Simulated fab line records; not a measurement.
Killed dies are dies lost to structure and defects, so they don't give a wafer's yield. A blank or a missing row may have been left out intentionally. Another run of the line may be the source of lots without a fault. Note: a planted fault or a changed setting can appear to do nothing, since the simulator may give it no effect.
fab line records ; flow berkeleyCmos170
record lots=6; wafers=18; lastDay=12
route steps=331 shown V1@256 M3@331
lots with no fault: from the same line, run without faults
startH: hours from the record's first day to the start of the lot's first wafer shown ; waitH: how many hours have passed since the lot's step before this one ; " the same as in the row above ; L1.1+2: several wafers, shown together as one row ; - no value present, or no start provided ; * or withheld: withheld ; < > ~ a bound
route shown NAME@n: NAME is a module with steps in the file, n the number in the route of the first one ; usual: average and standard deviation across the fault-free wafers ; same: alike in all rows ; chamber/n: place in a boat ; sites: readings site by site ; _std_site: their standard deviation ; _edge_site: inner sites' mean taken away from outer sites' mean ; radiusMm: for every site, how far away it sits from the centre of the wafer ; mask NAME#n: copy n ; behind: the most recent tool/chamber to have shaped the wafer ; hold: why the lot went on hold/how many hours it stayed there/how the hold came to an end ; device: the transistor (n, p or np) that didn't switch ; end of line: tests run on the same wafers once the route is complete ; step lacking rows: just its recipe ; killed: count of dies lost to structure and defects at first sort (not the wafer's yield) ; map: shows each die of a wafer: x if killed, . if not, _ if none is there
set.NAME: the setting that was run; set.NAME@STEP: the one run at that earlier step ; model.NAME: the simulator's own value behind a step, which no gauge read
lots at selected steps of the route; one table per step, one row per wafer
services: when a tool's chamber went out of use (startH, in hours from the record's first day, below 0 if earlier), for how many hours, and the reason
## steps
# step UCB170_V1_CMP_02
# recipe material=SiO2; downForcePsi=6; platenRpm=60; padVelocityMS=0.75398
# usual edgeZonePressureFrac=1.001/0.0049; motorCurrentA=15.1/1.4
lot.wafer;tool;chamber;startH;waitH;edgeZonePressureFrac;motorCurrentA
L634.2;cmp-01;3;173.08;0.1;1.007;16.0
L634.3;cmp-01;0;173.08;0.1;1.002;14.3
L634.6;cmp-01;2;173.08;0.1;1.001;14.7
L635.3;cmp-01;1;193.28;0.0;1.002;16.1
L635.2;cmp-01;0;193.28;0.0;1.008;14.6
L635.5;cmp-01;2;193.28;0.0;0.999;15.1
L648.1;cmp-01;1;253.85;0.1;0.998;16.0
L648.3;cmp-01;2;253.85;0.1;0.999;15.3
L648.5;cmp-01;1;253.85;0.1;0.997;17.0
L651.1;cmp-01;0;266.03;0.1;1.000;14.3
L651.3;cmp-01;3;266.03;0.1;1.003;15.7
L651.5;cmp-01;0;266.03;0.1;1.003;14.0
L652.3;cmp-02;2;267.41;0.1;0.995;16.2
L652.5;cmp-02;1;267.41;0.1;1.002;12.7
L652.6;cmp-02;2;267.41;0.1;1.000;14.4
L654.2;cmp-01;1;276.94;0.1;1.010;16.9
L654.4;cmp-01;2;276.94;0.1;1.006;14.0
L654.6;cmp-01;0;276.94;0.1;0.999;13.9
# step UCB170_V1_BOW_MEAS_03
# recipe mode=bow
# usual V1_BOW=19/7
lot.wafer;tool;chamber;startH;waitH;V1_BOW[um]
L634.2;filmMetro-02;-;173.30;0.2;14
L634.3;filmMetro-02;-;173.30;0.2;21
L634.6;filmMetro-02;-;173.30;0.2;29
L635.2;filmMetro-02;-;193.60;0.1;18
L635.3;filmMetro-02;-;193.60;0.1;21
L635.5;filmMetro-02;-;193.60;0.1;20
L648.1;filmMetro-03;-;254.10;0.2;20
L648.3;filmMetro-03;-;254.10;0.2;24
L648.5;filmMetro-03;-;254.10;0.2;18
L651.1;filmMetro-03;-;266.33;0.2;27
L651.3;filmMetro-03;-;266.33;0.2;29
L651.5;filmMetro-03;-;266.33;0.2;23
L652.3;filmMetro-01;-;267.70;0.2;22
L652.5;filmMetro-01;-;267.70;0.2;19
L652.6;filmMetro-01;-;267.70;0.2;19
L654.2;filmMetro-02;-;277.16;0.2;28
L654.4;filmMetro-02;-;277.16;0.2;7
L654.6;filmMetro-02;-;277.16;0.2;24
# step UCB170_V1_THK_MEAS_04
# recipe reads=SiO2_of_V1_CVD_00
# usual V1_POLISHED_THK=999.8/1.2
lot.wafer;tool;chamber;startH;waitH;V1_POLISHED_THK[nm]
L634.2;filmMetro-02;-;173.41;0.1;1000.1
L634.3;filmMetro-02;-;173.41;0.1;1002.1
L634.6;filmMetro-02;-;173.41;0.1;1000.7
L635.2;filmMetro-02;-;193.71;0.1;1001.3
L635.3;filmMetro-02;-;193.71;0.1;999.5
L635.5;filmMetro-02;-;193.71;0.1;1001.3
L648.1;filmMetro-03;-;254.22;0.1;997.7
L648.3;filmMetro-03;-;254.22;0.1;1000.3
L648.5;filmMetro-03;-;254.22;0.1;998.8
L651.1;filmMetro-03;-;266.45;0.1;1002.3
L651.3;filmMetro-03;-;266.45;0.1;999.9
L651.5;filmMetro-03;-;266.45;0.1;1001.2
L652.3;filmMetro-01;-;267.80;0.1;997.6
L652.5;filmMetro-01;-;267.80;0.1;998.1
L652.6;filmMetro-01;-;267.80;0.1;998.0
L654.2;filmMetro-02;-;277.27;0.1;999.0
L654.4;filmMetro-02;-;277.27;0.1;1001.1
L654.6;filmMetro-02;-;277.27;0.1;1001.7
# step UCB170_V1_CLEAN_05
# recipe chemistry=DIW
# step UCB170_V1_HMDS_06
# recipe primeTimeS=60; primeTempC=100
# step UCB170_V1_COAT_07
# recipe resist=KrF; spinRpm=1500; resistThkNm=900
# step UCB170_V1_SOFTBAKE_08
# recipe resist=KrF; tempC=130; timeS=60
# step UCB170_V1_EXPOSE_09
# recipe maskId=VIA1; targetCdNm=700; na=0.5; sigmaOuter=0.6; sourceShape=conventional; doseMj=37
# step UCB170_V1_PEB_10
# recipe pebTempC=130; pebTimeS=withheld; resist=KrF
# step UCB170_V1_DEVELOP_11
# recipe developer=TMAH; developTimeS=45; resist=KrF; devTempC=21
# step UCB170_V1_CD_MEAS_12
# recipe targetCdNm=700
# usual cdNm=699.9/1.3
lot.wafer;tool;chamber;startH;waitH;cdNm
L634.2;cdSem-01;-;174.66;-;698.0
L634.3;cdSem-01;-;174.66;-;699.2
L634.6;cdSem-01;-;174.66;-;698.8
L635.2;cdSem-02;-;195.17;-;699.4
L635.3;cdSem-02;-;195.17;-;699.0
L635.5;cdSem-02;-;195.17;-;699.4
L648.1;cdSem-01;-;256.14;-;699.9
L648.3;cdSem-01;-;256.14;-;700.0
L648.5;cdSem-01;-;256.14;-;700.4
L651.1;cdSem-01;-;268.04;-;702.5
L651.3;cdSem-01;-;268.04;-;700.9
L651.5;cdSem-01;-;268.04;-;701.6
L652.3;cdSem-01;-;269.29;-;702.3
L652.5;cdSem-01;-;269.29;-;701.9
L652.6;cdSem-01;-;269.29;-;701.5
L654.2;cdSem-01;-;278.51;-;700.5
L654.4;cdSem-01;-;278.51;-;700.5
L654.6;cdSem-01;-;278.51;-;699.7
# step UCB170_V1_OVL_MEAS_13
# usual V1_OVL=-1/4.7
lot.wafer;tool;chamber;startH;waitH;V1_OVL[nm]
L634.2;overlay-02;-;174.76;0.1;-4
L634.3;overlay-02;-;174.76;0.1;-6
L634.6;overlay-02;-;174.76;0.1;-3
L635.2;overlay-01;-;195.28;0.1;12
L635.3;overlay-01;-;195.28;0.1;9
L635.5;overlay-01;-;195.28;0.1;4
L648.1;overlay-02;-;256.26;0.1;-2
L648.3;overlay-02;-;256.26;0.1;4
L648.5;overlay-02;-;256.26;0.1;-6
L651.1;overlay-01;-;268.16;0.1;-5
L651.3;overlay-01;-;268.16;0.1;-4
L651.5;overlay-01;-;268.16;0.1;1
L652.3;overlay-01;-;269.38;0.1;-2
L652.5;overlay-01;-;269.38;0.1;-3
L652.6;overlay-01;-;269.38;0.1;-5
L654.2;overlay-02;-;278.62;0.1;0
L654.4;overlay-02;-;278.62;0.1;-4
L654.6;overlay-02;-;278.62;0.1;0
# step UCB170_V1_ETCH_14
# recipe chemistry=CHF3/CF4/Ar; target=SiO2; stopOn=Al; CHF3_flow_sccm=45; cf4FlowSccm=15; Ar_flow_sccm=150; pressureMtorr=200; rfW=700; targetDepthA=12500; overEtchFrac=0.25; timeS=291
# usual drypumpMotorCurrentA=5.7/0.48; oesProductAu=0.875/0.016; rfFwdPowerW=698.3/2.1; throttleValvePct=6.91/0.12
# same overEtchFrac=0.25
lot.wafer;tool;chamber;startH;waitH;drypumpMotorCurrentA;oesProductAu;rfFwdPowerW;rfHoursCounterH;throttleValvePct;model.KrF_of_V1_COAT_07.thkNm;model.V1.cdNm;model.V1.featureDepthNm
L634.2;rieDiel-03;3;174.79;0.0;5.6;0.868;695.0;118;6.97;613.6;697;999.9
L634.3;rieDiel-03;1;174.79;0.0;6.3;0.850;703.2;40;6.80;609.5;698.8;1001
L634.6;rieDiel-03;0;174.79;0.0;5.2;0.881;696.8;-;6.87;621.1;697.4;1000
L635.2;rieDiel-03;3;195.31;0.0;5.6;0.865;696.1;120;6.96;607.1;699.6;1002
L635.3;rieDiel-03;2;195.31;0.0;6.1;0.890;700.4;67;6.75;606.2;698.3;998.2
L635.5;rieDiel-03;0;195.31;0.0;5.2;0.882;698.7;-;6.87;613.3;698.5;1001
L648.1;rieDiel-03;3;256.30;0.0;5.6;0.865;1183.7;123;6.96;528.6;712;1008
L648.3;rieDiel-03;1;256.30;0.0;6.3;0.854;1188.7;44;6.80;526.1;710.9;1009
L648.5;rieDiel-03;0;256.30;0.0;5.2;0.878;1187.2;-;6.87;538.8;710.8;1007
L651.1;rieDiel-03;1;268.20;0.0;6.3;0.847;1192.1;45;6.80;531.1;713.2;1012
L651.3;rieDiel-03;2;268.20;0.0;6.1;0.883;1192.9;71;6.77;525.1;713.6;1010
L651.5;rieDiel-03;1;268.20;0.0;6.3;0.842;1187.9;-;6.79;531.7;712.9;1011
L652.3;rieDiel-02;1;269.41;0.0;5.6;0.885;698.1;3;6.92;610.8;701.6;998.1
L652.5;rieDiel-02;2;269.41;0.0;5.4;0.870;696.3;-;7.09;622.1;701;998.3
L652.6;rieDiel-02;0;269.41;0.0;6.3;0.899;698.1;-;6.75;616.5;701.6;998.4
L654.2;rieDiel-02;1;278.65;0.0;5.5;0.885;697.3;3;6.92;610.2;700.1;999.3
L654.4;rieDiel-02;0;278.65;0.0;6.3;0.889;698.5;-;6.75;613.9;700.4;1001
L654.6;rieDiel-02;2;278.65;0.0;5.5;0.867;699.4;-;7.09;620.3;699.3;1001
# step UCB170_V1_STRIP_15
# recipe chemistry=O2; powerW=400; pressureMtorr=3500; platenTempC=withheld; o2FlowSccm=400; overashFraction=0.5
# usual drypumpMotorCurrentA=5.7/0.4; oesProductAu=0.722/0.0043; stripTimeToEndpointS=15.38/0.11
lot.wafer;tool;chamber;startH;waitH;drypumpMotorCurrentA;oesProductAu;rfHoursCounterH;stripTimeToEndpointS
L634.2;plasmaAsher-01;0;174.97;0.1;5.6;0.721;46;15.38
L634.3;plasmaAsher-01;0;174.97;0.1;5.6;0.720;-;15.30
L634.6;plasmaAsher-01;0;174.97;0.1;5.6;0.722;-;15.57
L635.2;plasmaAsher-02;0;195.49;0.1;6.2;0.713;9;15.24
L635.3;plasmaAsher-02;1;195.49;0.1;5.0;0.719;-;15.22
L635.5;plasmaAsher-02;1;195.49;0.1;5.0;0.721;-;15.38
L648.1;plasmaAsher-01;0;256.47;0.1;5.5;0.721;56;13.38
L648.3;plasmaAsher-01;0;256.47;0.1;5.5;0.724;-;13.32
L648.5;plasmaAsher-01;0;256.47;0.1;5.5;0.719;-;13.61
L651.1;plasmaAsher-04;0;268.38;0.1;6.0;0.717;58;13.44
L651.3;plasmaAsher-04;1;268.38;0.1;6.2;0.720;-;13.30
L651.5;plasmaAsher-04;0;268.38;0.1;6.0;0.715;-;13.46
L652.3;plasmaAsher-01;0;269.62;0.1;5.5;0.714;-;15.34
L652.5;plasmaAsher-01;0;269.62;0.1;5.5;0.718;-;15.60
L652.6;plasmaAsher-01;1;269.62;0.1;5.9;0.732;-;15.48
L654.2;plasmaAsher-02;1;278.83;0.1;5.0;0.720;19;15.31
L654.4;plasmaAsher-02;0;278.83;0.1;6.2;0.725;-;15.40
L654.6;plasmaAsher-02;1;278.83;0.1;5.0;0.723;-;15.55
# step UCB170_V1_CD_MEAS_90
# recipe targetCdNm=700
# usual cdNm=699.7/1.4
lot.wafer;tool;chamber;startH;waitH;hold;cdNm
L634.2;cdSem-01;-;175.09;0.1;-;696.9
L634.3;cdSem-01;-;175.09;0.1;-;698.8
L634.6;cdSem-01;-;175.09;0.1;-;697.6
L635.2;cdSem-02;-;195.61;0.1;-;699.3
L635.3;cdSem-02;-;195.61;0.1;-;698.0
L635.5;cdSem-02;-;195.61;0.1;-;698.5
L648.1;cdSem-01;-;256.57;0.1;awaitDispo/0.2h/release;711.6
L648.3;cdSem-01;-;256.57;0.1;awaitDispo/0.2h/release;710.8
L648.5;cdSem-01;-;256.57;0.1;awaitDispo/0.2h/release;710.7
L648.1;cdSem-01;-;256.86;0.3;-;712.5
L648.3;cdSem-01;-;256.86;0.3;-;710.9
L648.5;cdSem-01;-;256.86;0.3;-;710.5
L651.1;cdSem-01;-;268.48;0.1;awaitDispo/0.2h/release;713.0
L651.3;cdSem-01;-;268.48;0.1;awaitDispo/0.2h/release;713.1
L651.5;cdSem-01;-;268.48;0.1;awaitDispo/0.2h/release;713.0
L651.1;cdSem-01;-;268.76;0.3;-;713.4
L651.3;cdSem-01;-;268.76;0.3;-;713.6
L651.5;cdSem-01;-;268.76;0.3;-;713.0
L652.3;cdSem-02;-;269.72;0.1;-;701.6
L652.5;cdSem-02;-;269.72;0.1;-;701.0
L652.6;cdSem-02;-;269.72;0.1;-;701.8
L654.2;cdSem-01;-;278.95;0.1;-;700.3
L654.4;cdSem-01;-;278.95;0.1;-;700.6
L654.6;cdSem-01;-;278.95;0.1;-;699.5
# step UCB170_M3_PROBE_99
lot.wafer;tool;chamber;startH;waitH;model.etest.antennaM2.gateLog10ACm2;model.etest.antennaM2.vtShiftV
L634.2;prober-02;-;184.55;0.1;-8.339;-0.01337
L634.3;prober-02;-;184.60;0.2;-8.001;-0.01244
L634.6;prober-02;-;184.75;0.2;-8.041;-0.008946
L635.2;prober-01;-;203.98;0.1;-8.273;-0.01943
L635.3;prober-01;-;204.03;0.2;-8.55;-0.0151
L635.5;prober-01;-;204.13;0.2;-8.07;-0.01108
L648.1;prober-02;-;267.95;0.1;-7.082;-0.03925
L648.3;prober-02;-;268.05;0.2;-7.047;-0.03315
L652.3;prober-02;-;278.02;0.2;-7.226;-0.0142
L652.5;prober-02;-;278.12;0.2;-7.108;-0.01387
L652.6;prober-02;-;278.17;0.2;-6.903;-0.0127
L651.1;prober-02;-;279.02;0.1;-6.417;-0.03767
L651.3;prober-02;-;279.12;0.2;-6.53;-0.04281
L651.5;prober-02;-;279.22;0.2;-6.837;-0.03286
L654.2;prober-02;-;287.25;0.1;-6.907;-0.01834
L654.4;prober-02;-;287.35;0.2;-6.67;-0.01014
L654.6;prober-02;-;287.45;0.2;-7.103;-0.008346
# killed by level:class
L634.2 GATE:geometricParticle:open=2 ZERO:geometricParticle:short=1 SILICIDE:geometricParticle:short=1 CONTACT:geometricParticle:open=1 V1:geometricParticle:open=1
L634.3 SCREENOX:geometricParticle:short=1
L634.6 START:geometricParticle:short=1 CONTACT:geometricParticle:open=1
L635.2 CONTACT:geometricParticle:short=1 V2:geometricParticle:open=1
L635.3 ACTIVE:geometricParticle:open=1 SPACER:geometricParticle:short=1 SILICIDE:geometricParticle:short=1 V2:geometricParticle:open=1
L635.5 ACTIVE:geometricParticle:open=1 GATE:geometricParticle:open=1 SPACER:geometricParticle:short=1 SILICIDE:geometricParticle:short=1 V2:geometricParticle:open=1
L652.3 WELLDRIVE:geometricParticle:open=1 GATE:geometricParticle:short=1 V2:geometricParticle:short=1
L652.5 GATE:geometricParticle:open=1 GATE:geometricParticle:short=1 SPACER:geometricParticle:open=1 SILICIDE:geometricParticle:short=1
L652.6 ACTIVE:areaEtch=5 SILICIDE:geometricParticle:short=1 V1:geometricParticle:short=1
L651.1 SILICIDE:geometricParticle:open=2 START:geometricParticle:short=1 WELLDRIVE:geometricParticle:short=1 SACOX:geometricParticle:open=1 GATE:geometricParticle:short=1 M1:geometricParticle:open=1 V2:geometricParticle:open=1
L651.3
L651.5 GATE:geometricParticle:open=3 SILICIDE:geometricParticle:open=1
L654.2 WELLDRIVE:geometricParticle:open=1 GATE:geometricParticle:open=1 SILICIDE:geometricParticle:short=1 M1:geometricParticle:short=1 M3:geometricParticle:short=1
L654.4 SPACER:geometricParticle:open=1
L654.6 SACOX:geometricParticle:open=1 SPACER:geometricParticle:short=1 V1:geometricParticle:open=1
## services
tool;chamber;startH;hours;kind
rieDiel-02;0;153.99;1.4;repair
cmp-01;-;179.70;3.3;pm
rieDiel-03;1;181.93;5.6;repair
rieDiel-02;1;186.83;-;clean
rieDiel-02;1;186.83;23.1;scheduledDown
rieDiel-02;1;186.83;23.1;ventCycle
cmp-01;-;198.25;2.6;repair
plasmaAsher-01;-;199.44;0.4;repair
cmp-01;-;212.31;0.8;repair
cmp-02;-;213.11;8.1;pm
plasmaAsher-01;-;213.65;0.5;repair
plasmaAsher-04;-;223.04;2.1;repair
cmp-01;-;228.49;14.0;pm
plasmaAsher-04;-;229.47;14.6;pm
cmp-02;-;232.00;4.0;pm
rieDiel-02;2;235.43;7.6;repair
cmp-02;-;236.00;-;consumableReplace:conditioner
cmp-02;-;236.00;-;consumableReplace:pad
rieDiel-02;3;260.67;-;clean
rieDiel-02;1;264.73;2.0;repair
cmp-02;-;268.00;3.3;repair
rieDiel-03;3;269.97;4.8;repair
## key
firstSign step=UCB170_V1_ETCH_14; reading=rfFwdPowerW; direction=up; sigmas=99+; usual=698.3; struck=1188.7
effect step=UCB170_V1_STRIP_15; reading=stripTimeToEndpointS; direction=down; sigmas=17; usual=*; struck=*
effect step=UCB170_V1_CD_MEAS_90; reading=visit; direction=added
effect step=UCB170_V1_CD_MEAS_90; reading=cdNm; direction=up; sigmas=8.6; usual=699.7; struck=712.0
modelEffect step=UCB170_V1_ETCH_14; value=KrF_of_V1_COAT_07.thkNm; without=613.3; struck=530.2
modelEffect step=UCB170_M3_PROBE_99; value=etest.antennaM2.gateLog10ACm2; without=-7.618; struck=-6.783
metAt UCB170_V1_ETCH_14
struckWafers L648.1,L648.3,L648.5,L651.1,L651.3,L651.5
sortLeftOut L648.1,L648.3,L648.5
onsetBetween 195.31 256.30
fault kind=processParameterDrift; tool=rieDiel-03; chamber=-; onsetH=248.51; steps=UCB170_V1_ETCH_14; channel=rfW; offset=490; shape=step; endH=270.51; actsIn=theseRecipesOnly; stated=700
# sortLeftOut: the simulated sort isn't trusted on such a fault, so these wafers' sort isn't shown, and their yield isn't known
